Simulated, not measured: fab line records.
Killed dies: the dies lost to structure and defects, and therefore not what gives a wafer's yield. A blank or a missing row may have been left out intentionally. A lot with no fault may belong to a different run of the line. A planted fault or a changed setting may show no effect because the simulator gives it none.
What tool caused it? | flow berkeley-cmos170 | 15 lots with 45 wafers sampled at 5 steps, on a route of 331 steps

== WHAT THE GAUGES READ, wafer by wafer ==
UCB170_FIELD_THK_MEAS_90. Usual: FIELD_OXIDE_LEFT_1_THK 426 nm, standard deviation 12.
lot  | measured     | on            | FIELD_OXIDE_LEFT_1_THK (nm) | flag
L942 | day 5 12:43  | film-metro-04 | 452 444 441                 |
L943 | day 5 12:43  | film-metro-02 | 439 446 442                 |
L944 | day 6 08:28  | film-metro-04 | 423 424 435                 |
L946 | day 6 08:28  | film-metro-02 | 439 429 436                 |
L945 | day 6 08:29  | film-metro-01 | 438 425 433                 |
L947 | day 6 17:49  | film-metro-04 | 426 422 424                 |
L948 | day 6 17:50  | film-metro-01 | 428 437 430                 |
L949 | day 6 17:50  | film-metro-02 | 411 423 419                 |
L951 | day 7 22:14  | film-metro-02 | 433 437 426                 |
L950 | day 7 22:32  | film-metro-04 | 412 404 397                 |
L956 | day 9 09:56  | film-metro-02 | 407 410 412                 |
L959 | day 9 18:23  | film-metro-04 | 405 402 402                 |
L965 | day 11 06:37 | film-metro-04 | 433 440 431                 |
L961 | day 11 06:38 | film-metro-01 | 441 442 442                 |
L962 | day 11 06:41 | film-metro-02 | 418 425 425                 |

UCB170_NVT_TW_MEAS_09. Usual: NVT_TW 521, standard deviation 5.7.
lot  | measured     | on            | NVT_TW      | flag
L942 | day 6 14:23  | film-metro-04 | 519 517 519 |
L943 | day 6 14:02  | film-metro-04 | 516 516 517 |
L944 | day 7 00:08  | film-metro-02 | 514 510 515 |
L946 | day 7 00:25  | film-metro-03 | 528 529 529 |
L945 | day 6 23:33  | film-metro-04 | 518 518 517 |
L947 | day 7 18:49  | film-metro-03 | 530 531 531 |
L948 | day 7 19:05  | film-metro-02 | 515 515 515 |
L949 | day 7 19:25  | film-metro-03 | 530 531 530 |
L951 | day 9 00:52  | film-metro-02 | 515 516 516 |
L950 | day 9 00:58  | film-metro-04 | 516 519 519 |
L956 | day 10 07:27 | film-metro-04 | 520 522 522 |
L959 | day 11 01:29 | film-metro-02 | 514 511 515 |
L965 | day 11 23:20 | film-metro-03 | 526 526 527 |
L961 | day 11 23:11 | film-metro-04 | 520 519 523 |
L962 | day 11 23:07 | film-metro-04 | 522 521 524 |

UCB170_GATE_OVL_MEAS_13. Usual: GATE_OVL -6 nm, standard deviation 5.3.
lot  | measured     | on         | GATE_OVL (nm) | flag
L942 | day 7 02:41  | overlay-02 | -1 -6 -2      |
L943 | day 7 02:34  | overlay-01 | 4 0 -1        |
L944 | day 8 02:49  | overlay-01 | -4 -4 -2      |
L946 | day 8 02:27  | overlay-02 | -13 -8 -7     |
L945 | day 8 02:43  | overlay-01 | -11 -3 -5     |
L947 | day 8 14:01  | overlay-02 | 257 254 254   | OFF
L948 | day 8 13:44  | overlay-02 | 248 251 248   | OFF
L949 | day 8 13:55  | overlay-01 | 264 266 268   | OFF
L951 | day 9 19:46  | overlay-01 | 251 251 257   | OFF
L950 | day 9 19:59  | overlay-02 | -13 -8 -11    |
L956 | day 11 09:16 | overlay-01 | -11 -4 -11    |
L959 | day 11 16:53 | overlay-01 | 1 -5 -2       |
L965 | day 12 22:36 | overlay-02 | 4 -5 2        |
L961 | day 12 22:23 | overlay-02 | -10 -6 -9     |
L962 | day 12 22:29 | overlay-01 | -9 -5 -5      |

UCB170_PLDD_CD_MEAS_06: the cd target is 1200 nm. Usual: cd-nm at 1200.1 nm, with a standard deviation of 1.3.
lot  | measured     | on        | cd-nm (nm)           | flag
L942 | day 7 04:25  | cd-sem-01 | 1202.0 1200.9 1201.6 |
L943 | day 7 04:11  | cd-sem-02 | 1200.0 1200.5 1199.6 |
L944 | day 8 05:27  | cd-sem-01 | 1198.8 1199.4 1198.5 |
L946 | day 8 05:40  | cd-sem-02 | 1199.4 1198.5 1199.2 |
L945 | day 8 05:26  | cd-sem-02 | 1199.2 1200.4 1199.0 |
L947 | day 8 15:53  | cd-sem-01 | 1198.8 1198.3 1198.9 |
L948 | day 8 15:18  | cd-sem-01 | 1199.7 1200.7 1200.0 |
L949 | day 8 15:35  | cd-sem-01 | 1199.0 1200.8 1200.3 |
L951 | day 9 21:43  | cd-sem-02 | 1200.2 1201.3 1200.6 |
L950 | day 9 21:45  | cd-sem-01 | 1198.3 1197.9 1197.9 |
L956 | day 11 10:52 | cd-sem-02 | 1201.0 1200.4 1200.4 |
L959 | day 11 18:59 | cd-sem-02 | 1201.8 1201.8 1200.9 |
L965 | day 13 02:36 | cd-sem-02 | 1198.0 1197.7 1199.6 |
L961 | day 13 02:26 | cd-sem-01 | 1201.9 1201.1 1201.8 |
L962 | day 13 03:10 | cd-sem-01 | 1198.7 1198.9 1198.5 |

== EACH LOT AND THE TOOL THAT RAN IT (in order: tool; ch and the chambers of the sampled wafers; start) ==
lot  | UCB170_GATE_EXPOSE_09
L942 | krf-scanner-01 ch 0, day 7 02:10
L943 | krf-scanner-01 ch 0, day 7 02:03
L944 | krf-scanner-02 ch 0, day 8 01:58
L946 | krf-scanner-02 ch 0, day 8 01:44
L945 | krf-scanner-02 ch 0, day 8 01:53
L947 | krf-scanner-02 ch 0, day 8 13:20
L948 | krf-scanner-02 ch 0, day 8 12:53
L949 | krf-scanner-02 ch 0, day 8 13:11
L951 | krf-scanner-02 ch 0, day 9 19:09
L950 | krf-scanner-01 ch 0, day 9 19:22
L956 | krf-scanner-01 ch 0, day 11 08:46
L959 | krf-scanner-01 ch 0, day 11 16:23
L965 | krf-scanner-01 ch 0, day 12 22:05
L961 | krf-scanner-01 ch 0, day 12 21:53
L962 | krf-scanner-01 ch 0, day 12 21:59
- UCB170_GATE_EXPOSE_09: exposes mask POLY, target cd 350 nm.

== AS READ BY THE TOOLS THEMSELVES (means over the sampled wafers that have a number; for cases with no such wafer, the mark the record gives instead) ==
UCB170_GATE_EXPOSE_09. Usual: stage-vel-mm-s 500.01 mm/s, standard deviation 0.26.
lot  | tool           | stage-vel-mm-s (mm/s) | flag
L942 | krf-scanner-01 | 500.43                |
L943 | krf-scanner-01 | 500.04                |
L944 | krf-scanner-02 | 500.29                |
L946 | krf-scanner-02 | 500.09                |
L945 | krf-scanner-02 | 500.36                |
L947 | krf-scanner-02 | 500.18                |
L948 | krf-scanner-02 | 499.97                |
L949 | krf-scanner-02 | 500.26                |
L951 | krf-scanner-02 | 499.80                |
L950 | krf-scanner-01 | 499.58                |
L956 | krf-scanner-01 | 499.94                |
L959 | krf-scanner-01 | 500.00                |
L965 | krf-scanner-01 | 500.15                |
L961 | krf-scanner-01 | 499.84                |
L962 | krf-scanner-01 | 500.03                |

== THE ANSWER, worked out from the rows above alone ==
Rule: a lot is off if the mean of its wafers that have a number lies more than 3 standard deviations from the usual mean. A lot without any number at a reading at which 4 lots or more have one is off too. Where the step has rows for the other lots, those lots are counted as sound. The gauges are gone through in route order, then the tools' own readings, and for those a lot's mean is taken as printed above. The first step at which some lot is off is used, and at that step the reading that is off furthest; a lot without a number counts as furthest.
Off: at UCB170_GATE_OVL_MEAS_13 (GATE_OVL), L947, L948, L949, L951.
If a tool, at a process step before that reading, ran all the lots that are off and no sound lot after the first of them, it fits. Gauges at UCB170_GATE_OVL_MEAS_13: tried the same way as those tools. One fits: UCB170_GATE_EXPOSE_09 on krf-scanner-02. Its last sound lot is L944 (day 8 01:58), its first lot that is off L948 (day 8 12:53): a fault that began between those two fits.

== WHAT HAD BEEN PUT IN BY THE SIMULATOR ==
Scanner matching overlay: krf-scanner-02, from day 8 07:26 on, at UCB170_GATE_EXPOSE_09. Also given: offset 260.
Lots struck among those shown: L947, L948, L949, L951. The rule above reached the same finding.
